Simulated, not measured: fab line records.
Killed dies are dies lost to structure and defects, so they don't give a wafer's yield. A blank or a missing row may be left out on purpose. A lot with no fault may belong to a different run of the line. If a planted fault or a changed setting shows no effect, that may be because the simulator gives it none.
fab line records	flow rit-cmos
record lots=5	wafers=23
route steps=202 shown SPACER@128 NSD@139 SDANNEAL@156 PSD@157 PLDD@159
start-h: hours from the record's first day to the start of the lot's first wafer shown	wait-h: hours elapsed since this lot's preceding step	" identical to the entry in the row above	L1.1+2: one row covering several wafers at once	- either no value or no given start	* or withheld: withheld	< > ~ a bound
route shown NAME@n: names a module that has steps shown in the file, with the first one's number in the route	usual: average and standard deviation across the fault-free wafers	same: alike in all rows	chamber/n: place in a boat	sites: readings site by site	_std_site: standard deviation across them	_edge_site: the outer-site mean with the inner-site mean subtracted	radius-mm: for every site, how far away it sits from the centre of the wafer	mask NAME#n: copy n	behind: the most recent tool/chamber to have shaped the wafer	hold: reason for holding the lot/hours on hold/outcome of the hold	device: the transistor (n, p or np) that didn't switch	end of line: the route-end tests of the same wafers	a step without rows: its recipe alone	killed: dies lost to structure and defects at the first sort, not the wafer's yield	map: shows each die of a wafer: x if killed, . if not, _ if none is there
set.NAME: the run value of the setting; set.NAME@STEP: its run value at that earlier step	model.NAME: the simulator's own value behind a step, which no gauge read
lots run with intentionally changed settings; tables by step, rows by wafer
## steps
# step RIT_SPACER_CVD_03
# recipe material=Si3N4	target-thk-nm=250	temp-c=810	precursor=SiH2Cl2/NH3	time-s=3300	pressure-mtorr=300	sih2cl2-flow-sccm=60	nh3-flow-sccm=150
lot.wafer	tool	chamber	start-h	wait-h	set.temp-c	model.Si3N4_of_SPACER_CVD_03.thk-nm
L076.1	-	-	-	0.0	802.8	217.6
L076.2	"	-	"	"	802.8	220.5
L076.3	"	-	"	"	802.8	217
L076.4	"	-	"	"	802.8	220.9
L076.6	"	-	"	"	802.8	220.2
L081.1	-	-	-	0.0	822.7	314.2
L081.2	"	-	"	"	822.7	312.6
L081.4	"	-	"	"	822.7	314.6
L081.5	"	-	"	"	822.7	315.8
L081.6	"	-	"	"	822.7	316.2
L082.1	-	-	-	0.0	796.3	196.2
L082.2+3+5	"	-	"	"	796.3	196.7
L082.6	"	-	"	"	796.3	199.3
L084.2	lpcvd-02	0	106.07	0.0	810	248.2
L084.3	"	0	"	"	810	248.4
L084.4	"	0	"	"	810	248.1
L085.1	-	-	-	1.1	829.5	350.4
L085.3	"	-	"	"	829.5	349.9
L085.4	"	-	"	"	829.5	351
L085.5	"	-	"	"	829.5	353
L085.6	"	-	"	"	829.5	350.7
# step RIT_SPACER_THK_MEAS_04
# recipe reads=Si3N4_of_SPACER_CVD_03
# usual SPACER_NITRIDE_THK=250.5/2.3
lot.wafer	tool	chamber	start-h	wait-h	set.temp-c@SPACER_CVD_03	SPACER_NITRIDE_THK[nm]
L076.1	film-metro-02	-	-	-	802.8	217.5
L076.2	"	-	"	"	802.8	220.7
L076.3	"	-	"	"	802.8	217.0
L076.4	"	-	"	"	802.8	220.8
L076.6	"	-	"	"	802.8	220.1
L081.1	film-metro-04	-	-	-	822.7	314.1
L081.2	"	-	"	"	822.7	312.3
L081.4	"	-	"	"	822.7	314.7
L081.5	"	-	"	"	822.7	315.8
L081.6	"	-	"	"	822.7	316.4
L082.1	film-metro-02	-	-	-	796.3	196.1
L082.2	"	-	"	"	796.3	196.6
L082.3	"	-	"	"	796.3	196.6
L082.5	"	-	"	"	796.3	196.7
L082.6	"	-	"	"	796.3	199.4
L084.2	film-metro-03	-	107.99	0.0	810	247.9
L084.3	"	-	"	"	810	248.6
L084.4	"	-	"	"	810	248.1
L085.1	film-metro-04	-	-	-	829.5	350.1
L085.3	"	-	"	"	829.5	349.8
L085.4	"	-	"	"	829.5	351.1
L085.5	"	-	"	"	829.5	352.8
L085.6	"	-	"	"	829.5	351.0
# step RIT_SPACER_ETCHBACK_05
# recipe target-depth-a=2500	SF6_flow_sccm=30	CHF3_flow_sccm=30	target=Si3N4	chemistry=SF6/CHF3	pressure-mtorr=40	rf-w=250	time-s=240	stop-on=SiO2
# usual oes-product-au=0.842/0.012
lot.wafer	tool	chamber	start-h	wait-h	set.temp-c@SPACER_CVD_03	oes-product-au	model.Si3N4_of_SPACER_CVD_03.thk-nm	model.etch.depth-nm
L076.1	rie-diel-03	2	66.28	0.1	802.8	0.771	170.3	217.6
L076.2	"	0	"	"	802.8	0.753	172.9	220.5
L076.3	"	3	"	"	802.8	0.753	169.6	217
L076.4	"	1	"	"	802.8	0.774	173	220.9
L076.6	"	0	"	"	802.8	0.753	173	220.2
L081.1	rie-diel-02	1	92.61	0.1	822.7	0.967	248.5	302.4
L081.2	"	0	"	"	822.7	0.969	244.8	312.6
L081.4	"	2	"	"	822.7	1.003	245.8	314.6
L081.5	"	3	"	"	822.7	1.003	246	315.8
L081.6	"	2	"	"	822.7	1.001	246.8	316.2
L082.1	rie-diel-01	2	100.49	0.1	796.3	0.706	154	196.2
L082.2	"	1	"	"	796.3	0.705	154.5	196.7
L082.3	"	0	"	"	796.3	0.710	154.4	196.7
L082.5	"	2	"	"	796.3	0.717	154.6	196.7
L082.6	"	3	"	"	796.3	0.709	157.1	199.3
L084.2	rie-diel-01	2	108.04	0.0	810	0.837	195	248.2
L084.3	"	0	"	"	810	0.838	195.1	248.4
L084.4	"	1	"	"	810	0.835	194.5	248.1
L085.1	rie-diel-03	2	109.78	0.1	829.5	1.002	274.8	311.8
L085.3	"	1	"	"	829.5	0.992	274.6	311.1
L085.4	"	0	"	"	829.5	0.982	275.7	310.1
L085.5	"	1	"	"	829.5	0.995	276.9	311.8
L085.6	"	2	"	"	829.5	1.008	274.7	313.3
# step RIT_NSD_IMPLANT_08
# recipe species=P	energy-kev=25	dose-cm2=1e+15	tilt-deg=7
lot.wafer	tool	chamber	start-h	wait-h	set.dose-cm2
L076.1+2+3+4+6	implanter-02	0	67.49	0.1	1e+15
L081.1+4+5	implanter-01	0	93.80	0.1	9.528e+14
L081.2+6	"	0	"	"	1e+15
L082.1+2+3	implanter-03	0	101.75	0.1	1e+15
L082.5+6	"	0	"	"	1.023e+15
L084.2+3+4	implanter-01	0	109.25	0.1	1e+15
L085.1+3+6	implanter-01	0	111.39	0.1	1e+15
L085.4+5	"	0	"	"	9.711e+14
# step RIT_NSD_STRIP_09
# recipe chemistry=O2	time-s=180	resist=NOVOLAK	platen-temp-c=withheld	power-w=500	pressure-mtorr=4000	o2-flow-sccm=4000
# step RIT_NSD_TW_MEAS_10
# usual NSD_TW=3114/13
lot.wafer	tool	chamber	start-h	wait-h	set.dose-cm2@NSD_IMPLANT_08	NSD_TW
L076.1	film-metro-01	-	67.81	0.1	1e+15	3128
L076.2	"	-	"	"	1e+15	3115
L076.3	"	-	"	"	1e+15	3124
L076.4	"	-	"	"	1e+15	3123
L076.6	"	-	"	"	1e+15	3122
L081.1	film-metro-03	-	94.13	0.1	9.528e+14	3092
L081.2	"	-	"	"	1e+15	3132
L081.4	"	-	"	"	9.528e+14	3100
L081.5	"	-	"	"	9.528e+14	3104
L081.6	"	-	"	"	1e+15	3156
L082.1	film-metro-03	-	102.08	0.1	1e+15	3107
L082.2	"	-	"	"	1e+15	3098
L082.3	"	-	"	"	1e+15	3094
L082.5	"	-	"	"	1.023e+15	3117
L082.6	"	-	"	"	1.023e+15	3127
L084.2	film-metro-02	-	109.56	0.1	1e+15	3108
L084.3	"	-	"	"	1e+15	3104
L084.4	"	-	"	"	1e+15	3122
L085.1	film-metro-01	-	111.72	0.1	1e+15	3090
L085.3	"	-	"	"	1e+15	3107
L085.4	"	-	"	"	9.711e+14	3074
L085.5	"	-	"	"	9.711e+14	3072
L085.6	"	-	"	"	1e+15	3100
# step RIT_SDANNEAL_RTA_03
# recipe temp-c=1050	time-s=5	idle-temp-c=600	ramp-up-c-per-s=342	ramp-down-c-per-s=171	cool-to-c=600	ambient=N2
lot.wafer	tool	chamber	start-h	wait-h	set.time-s
L076.1+3+4	rtp-anneal-02	0	69.68	0.0	4.668
L076.2+6	"	0	"	"	5
L081.1+2+6	rtp-anneal-02	0	96.17	0.0	5
L081.4+5	"	0	"	"	5.73
L082.1+2+3+5+6	rtp-anneal-02	0	104.06	0.0	5
L084.2+3+4	rtp-anneal-02	0	112.00	0.0	5
L085.1+5	rtp-anneal-01	0	113.56	0.0	5.605
L085.3+4+6	"	0	"	"	5
# step RIT_SDANNEAL_RS_MEAS_04
# recipe thk-meas-gauge=four-point-probe
# usual PSD_RS=115.7/0.34
lot.wafer	tool	chamber	start-h	wait-h	set.time-s@SDANNEAL_RTA_03	PSD_RS[ohm/sq]
L076.1	film-metro-02	-	69.74	0.0	4.668	116.5
L076.2	"	-	"	"	5	115.3
L076.3	"	-	"	"	4.668	116.6
L076.4	"	-	"	"	4.668	116.8
L076.6	"	-	"	"	5	115.8
L081.1	film-metro-03	-	96.23	0.0	5	115.3
L081.2	"	-	"	"	5	115.8
L081.4	"	-	"	"	5.73	113.5
L081.5	"	-	"	"	5.73	113.6
L081.6	"	-	"	"	5	115.8
L082.1	film-metro-02	-	104.11	0.0	5	116.1
L082.2	"	-	"	"	5	116.0
L082.3	"	-	"	"	5	116.3
L082.5	"	-	"	"	5	116.0
L082.6	"	-	"	"	5	115.5
L084.2	film-metro-02	-	112.07	0.1	5	116.1
L084.3	"	-	"	"	5	116.2
L084.4	"	-	"	"	5	116.1
L085.1	film-metro-02	-	113.62	0.0	5.605	114.5
L085.3	"	-	"	"	5	116.1
L085.4	"	-	"	"	5	115.7
L085.5	"	-	"	"	5.605	113.8
L085.6	"	-	"	"	5	115.9
# step RIT_SDANNEAL_RS_MEAS_05
# recipe thk-meas-gauge=four-point-probe
# usual NSD_RS=84.65/0.24
lot.wafer	tool	chamber	start-h	wait-h	set.dose-cm2@NSD_IMPLANT_08	NSD_RS[ohm/sq]
L076.1	film-metro-02	-	69.86	0.1	1e+15	84.67
L076.2	"	-	"	"	1e+15	84.20
L076.3	"	-	"	"	1e+15	84.74
L076.4	"	-	"	"	1e+15	84.88
L076.6	"	-	"	"	1e+15	84.82
L081.1	film-metro-03	-	96.35	0.1	9.528e+14	87.70
L081.2	"	-	"	"	1e+15	84.15
L081.4	"	-	"	"	9.528e+14	87.15
L081.5	"	-	"	"	9.528e+14	87.37
L081.6	"	-	"	"	1e+15	84.03
L082.1	film-metro-02	-	104.23	0.1	1e+15	84.88
L082.2	"	-	"	"	1e+15	84.73
L082.3	"	-	"	"	1e+15	84.97
L082.5	"	-	"	"	1.023e+15	83.21
L082.6	"	-	"	"	1.023e+15	83.36
L084.2	film-metro-02	-	112.19	0.1	1e+15	84.36
L084.3	"	-	"	"	1e+15	84.73
L084.4	"	-	"	"	1e+15	84.36
L085.1	film-metro-02	-	113.74	0.1	1e+15	84.43
L085.3	"	-	"	"	1e+15	84.85
L085.4	"	-	"	"	9.711e+14	87.08
L085.5	"	-	"	"	9.711e+14	86.61
L085.6	"	-	"	"	1e+15	84.85
# step RIT_SDANNEAL_RS_MEAS_06
# recipe thk-meas-gauge=four-point-probe
# usual PLDD_RS=178.8/0.5
lot.wafer	tool	chamber	start-h	wait-h	set.time-s@SDANNEAL_RTA_03	PLDD_RS[ohm/sq]
L076.1	film-metro-02	-	69.98	0.1	4.668	179.7
L076.2	"	-	"	"	5	178.5
L076.3	"	-	"	"	4.668	179.8
L076.4	"	-	"	"	4.668	179.9
L076.6	"	-	"	"	5	179.0
L081.1	film-metro-03	-	96.47	0.1	5	178.7
L081.2	"	-	"	"	5	178.5
L081.4	"	-	"	"	5.73	176.5
L081.5	"	-	"	"	5.73	176.4
L081.6	"	-	"	"	5	178.7
L082.1	film-metro-02	-	104.35	0.1	5	178.8
L082.2	"	-	"	"	5	178.7
L082.3	"	-	"	"	5	178.8
L082.5	"	-	"	"	5	178.4
L082.6	"	-	"	"	5	178.8
L084.2	film-metro-02	-	112.31	0.1	5	179.5
L084.3	"	-	"	"	5	179.6
L084.4	"	-	"	"	5	179.4
L085.1	film-metro-02	-	113.86	0.1	5.605	177.8
L085.3	"	-	"	"	5	179.4
L085.4	"	-	"	"	5	178.8
L085.5	"	-	"	"	5.605	177.4
L085.6	"	-	"	"	5	179.2
## key
split step=RIT_SPACER_CVD_03	setting=temp-c	stated=810	by=lot
response step=RIT_SPACER_CVD_03	reading=model.Si3N4_of_SPACER_CVD_03.thk-nm	change=+38	per=1%	r=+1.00
response step=RIT_SPACER_THK_MEAS_04	reading=SPACER_NITRIDE_THK	change=+38	per=1%	r=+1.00
response step=RIT_SPACER_ETCHBACK_05	reading=oes-product-au	change=+0.0759	per=1%	r=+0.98
response step=RIT_SPACER_ETCHBACK_05	reading=model.Si3N4_of_SPACER_CVD_03.thk-nm	change=+29.8	per=1%	r=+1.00
response step=RIT_SPACER_ETCHBACK_05	reading=model.etch.depth-nm	change=+30.6	per=1%	r=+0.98
split step=RIT_NSD_IMPLANT_08	setting=dose-cm2	stated=1e+15	by=wafer
response step=RIT_NSD_TW_MEAS_10	reading=NSD_TW	change=+9.49	per=1%	r=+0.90
response step=RIT_SDANNEAL_RS_MEAS_05	reading=NSD_RS	change=-0.708	per=1%	r=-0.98
split step=RIT_SDANNEAL_RTA_03	setting=time-s	stated=5	by=wafer
response step=RIT_SDANNEAL_RS_MEAS_04	reading=PSD_RS	change=-0.145	per=1%	r=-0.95
response step=RIT_SDANNEAL_RS_MEAS_06	reading=PLDD_RS	change=-0.143	per=1%	r=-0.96
